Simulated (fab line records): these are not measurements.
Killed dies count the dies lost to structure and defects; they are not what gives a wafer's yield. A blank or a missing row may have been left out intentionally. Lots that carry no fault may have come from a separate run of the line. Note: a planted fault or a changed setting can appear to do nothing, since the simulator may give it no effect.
fab line records :: flow berkeley-cmos170
record:
  lots: 14
  wafers: 42
  last-day: 12
route steps=331 shown PSD@183
lots that met no fault: from a run of the same line without faults
start-h: hours from the record's opening day to when the first of the lot's shown wafers began :: wait-h: hours since the lot's step before :: " as in the row above :: L1.1+2: a row that stands for several wafers :: - no value present, or no start provided :: * or withheld: withheld :: < > ~ a bound
route shown NAME@n: a module of which the file shows steps, and the number in the route of the first :: usual: the fault-free wafers' mean and standard deviation :: same: alike in all rows :: chamber/n: place in a boat :: sites: per-site readings :: _std_site: the standard deviation of these :: _edge_site: mean of outer sites minus mean of inner sites :: radius-mm: for every site, how far away it sits from the centre of the wafer :: mask NAME#n: copy n :: behind: tool/chamber where the wafer was last shaped :: hold: cause of the lot's hold/its duration in hours/its outcome :: device: which transistor (n, p or np) failed to switch :: end of line: the same wafers' tests at the end of the route :: a step given without rows: its recipe and nothing more :: killed: count of dies lost to structure and defects at first sort (not the wafer's yield) :: map: a wafer's dies, x killed, . not, _ none there
set.NAME: the setting as run; set.NAME@STEP: as run at that earlier step :: model.NAME: the simulator's own value behind a step, which no gauge read
a sample of lots followed through the steps of the route, with each step as a table and each wafer as a row
services: from which hour (start-h, from the record's first day; less than 0 if before it) a tool's chamber was out of use, for how many hours, and why
== steps ==
step: UCB170_PSD_IMPLANT_08
recipe:
  species: B
  dose-cm2: 3e+15
  energy-kev: 20
  tilt-deg: 7
usual:
  beam-on-s: 10.00/0.2
  tilt-deg: 6.996/0.02
lot.wafer: L629.1
tool: implanter-04
chamber: 0
start-h: 133.74
wait-h: 0.0
beam-on-s: 9.93
tilt-deg: 6.970

lot.wafer: L629.2
tool: implanter-04
chamber: 0
start-h: 133.74
wait-h: 0.0
beam-on-s: 9.89
tilt-deg: 6.978

lot.wafer: L629.4
tool: implanter-04
chamber: 0
start-h: 133.74
wait-h: 0.0
beam-on-s: 10.41
tilt-deg: 6.986

lot.wafer: L630.1
tool: implanter-01
chamber: 0
start-h: 134.06
wait-h: 0.0
beam-on-s: 9.95
tilt-deg: 6.953

lot.wafer: L630.3
tool: implanter-01
chamber: 0
start-h: 134.06
wait-h: 0.0
beam-on-s: 10.30
tilt-deg: 6.997

lot.wafer: L630.6
tool: implanter-01
chamber: 0
start-h: 134.06
wait-h: 0.0
beam-on-s: 10.06
tilt-deg: 6.980

lot.wafer: L631.1
tool: implanter-03
chamber: 0
start-h: 144.74
wait-h: 0.0
beam-on-s: 9.80
tilt-deg: 7.000

lot.wafer: L631.2
tool: implanter-03
chamber: 0
start-h: 144.74
wait-h: 0.0
beam-on-s: 10.07
tilt-deg: 7.012

lot.wafer: L631.6
tool: implanter-03
chamber: 0
start-h: 144.74
wait-h: 0.0
beam-on-s: 9.98
tilt-deg: 6.994

lot.wafer: L632.3
tool: implanter-04
chamber: 0
start-h: 149.31
wait-h: 0.1
beam-on-s: 10.24
tilt-deg: 7.012

lot.wafer: L632.4
tool: implanter-04
chamber: 0
start-h: 149.31
wait-h: 0.1
beam-on-s: 10.21
tilt-deg: 7.007

lot.wafer: L632.6
tool: implanter-04
chamber: 0
start-h: 149.31
wait-h: 0.1
beam-on-s: 9.91
tilt-deg: 7.014

lot.wafer: L634.1
tool: implanter-01
chamber: 0
start-h: 159.10
wait-h: 0.0
beam-on-s: 9.98
tilt-deg: 6.993

lot.wafer: L634.3
tool: implanter-01
chamber: 0
start-h: 159.10
wait-h: 0.0
beam-on-s: 10.38
tilt-deg: 7.006

lot.wafer: L634.4
tool: implanter-01
chamber: 0
start-h: 159.10
wait-h: 0.0
beam-on-s: 10.46
tilt-deg: 6.990

lot.wafer: L633.2
tool: implanter-04
chamber: 0
start-h: 163.45
wait-h: 0.0
beam-on-s: 10.05
tilt-deg: 7.020

lot.wafer: L633.3
tool: implanter-04
chamber: 0
start-h: 163.45
wait-h: 0.0
beam-on-s: 10.05
tilt-deg: 6.982

lot.wafer: L633.4
tool: implanter-04
chamber: 0
start-h: 163.45
wait-h: 0.0
beam-on-s: 9.97
tilt-deg: 7.045

lot.wafer: L637.1
tool: implanter-03
chamber: 0
start-h: 176.18
wait-h: 0.0
beam-on-s: 10.04
tilt-deg: 7.013

lot.wafer: L637.2
tool: implanter-03
chamber: 0
start-h: 176.18
wait-h: 0.0
beam-on-s: 9.50
tilt-deg: 6.998

lot.wafer: L637.6
tool: implanter-03
chamber: 0
start-h: 176.18
wait-h: 0.0
beam-on-s: 9.79
tilt-deg: 7.005

lot.wafer: L639.2
tool: implanter-03
chamber: 0
start-h: 195.01
wait-h: 0.0
beam-on-s: 10.07
tilt-deg: 6.975

lot.wafer: L639.4
tool: implanter-03
chamber: 0
start-h: 195.01
wait-h: 0.0
beam-on-s: 10.08
tilt-deg: 6.976

lot.wafer: L639.5
tool: implanter-03
chamber: 0
start-h: 195.01
wait-h: 0.0
beam-on-s: 10.20
tilt-deg: 6.976

lot.wafer: L638.2
tool: implanter-01
chamber: 0
start-h: 195.25
wait-h: 0.0
beam-on-s: 10.06
tilt-deg: 6.339

lot.wafer: L638.4
tool: implanter-01
chamber: 0
start-h: 195.25
wait-h: 0.0
beam-on-s: 9.51
tilt-deg: 6.347

lot.wafer: L638.5
tool: implanter-01
chamber: 0
start-h: 195.25
wait-h: 0.0
beam-on-s: 9.67
tilt-deg: 6.347

lot.wafer: L640.3
tool: implanter-01
chamber: 0
start-h: 200.58
wait-h: 0.1
beam-on-s: 9.98
tilt-deg: 6.353

lot.wafer: L640.5
tool: implanter-01
chamber: 0
start-h: 200.58
wait-h: 0.1
beam-on-s: 9.96
tilt-deg: 6.359

lot.wafer: L640.6
tool: implanter-01
chamber: 0
start-h: 200.58
wait-h: 0.1
beam-on-s: 10.05
tilt-deg: 6.391

lot.wafer: L648.2
tool: implanter-04
chamber: 0
start-h: 235.25
wait-h: 0.0
beam-on-s: 10.25
tilt-deg: 7.010

lot.wafer: L648.4
tool: implanter-04
chamber: 0
start-h: 235.25
wait-h: 0.0
beam-on-s: 10.00
tilt-deg: 7.017

lot.wafer: L648.6
tool: implanter-04
chamber: 0
start-h: 235.25
wait-h: 0.0
beam-on-s: 10.08
tilt-deg: 7.029

lot.wafer: L647.2
tool: implanter-03
chamber: 0
start-h: 235.26
wait-h: 0.0
beam-on-s: 10.15
tilt-deg: 7.005

lot.wafer: L647.4
tool: implanter-03
chamber: 0
start-h: 235.26
wait-h: 0.0
beam-on-s: 10.23
tilt-deg: 7.017

lot.wafer: L647.6
tool: implanter-03
chamber: 0
start-h: 235.26
wait-h: 0.0
beam-on-s: 10.08
tilt-deg: 7.006

lot.wafer: L650.1
tool: implanter-04
chamber: 0
start-h: 249.43
wait-h: 0.0
beam-on-s: 9.88
tilt-deg: 6.961

lot.wafer: L650.4
tool: implanter-04
chamber: 0
start-h: 249.43
wait-h: 0.0
beam-on-s: 9.99
tilt-deg: 6.997

lot.wafer: L650.5
tool: implanter-04
chamber: 0
start-h: 249.43
wait-h: 0.0
beam-on-s: 10.29
tilt-deg: 6.992

lot.wafer: L651.2
tool: implanter-04
chamber: 0
start-h: 250.00
wait-h: 0.0
beam-on-s: 9.88
tilt-deg: 7.034

lot.wafer: L651.5
tool: implanter-04
chamber: 0
start-h: 250.00
wait-h: 0.0
beam-on-s: 10.05
tilt-deg: 7.013

lot.wafer: L651.6
tool: implanter-04
chamber: 0
start-h: 250.00
wait-h: 0.0
beam-on-s: 10.10
tilt-deg: 6.993
== services ==
tool: implanter-04
chamber: -
start-h: 148.09
hours: 1.0
kind: repair

tool: implanter-03
chamber: -
start-h: 160.66
hours: 6.1
kind: pm

tool: implanter-01
chamber: -
start-h: 166.51
hours: 2.9
kind: repair

tool: implanter-03
chamber: -
start-h: 166.75
hours: 6.3
kind: pm

tool: implanter-01
chamber: -
start-h: 193.68
hours: 1.0
kind: repair

tool: implanter-04
chamber: -
start-h: 214.88
hours: 5.2
kind: pm

tool: implanter-01
chamber: -
start-h: 241.94
hours: 1.3
kind: repair

tool: implanter-04
chamber: -
start-h: 246.95
hours: 0.6
kind: repair
== key ==
first-sign:
  step: UCB170_PSD_IMPLANT_08
  reading: tilt-deg
  direction: down
  sigmas: 33
  usual: 6.996
  struck: 6.356
effect none on later readings
met-at UCB170_PSD_IMPLANT_08
struck-lots L638,L640
tester-left-out L638,L640
onset-between 159.10 195.25
fault:
  kind: process-parameter-drift
  tool: implanter-01
  chamber: -
  onset-h: 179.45
  steps: UCB170_PSD_IMPLANT_08
  channel: tilt-deg
  offset: -0.64062
  shape: step
  end-h: 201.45
  acts-in: these-recipes-only
  stated: 7
tester-left-out: of these lots the tester's yield and bins aren't shown, on N5 and GAA mostly nor the transistor test; their killed dies are dies lost to structure and defects alone, not to doping, threshold or leakage, so they don't give the yield
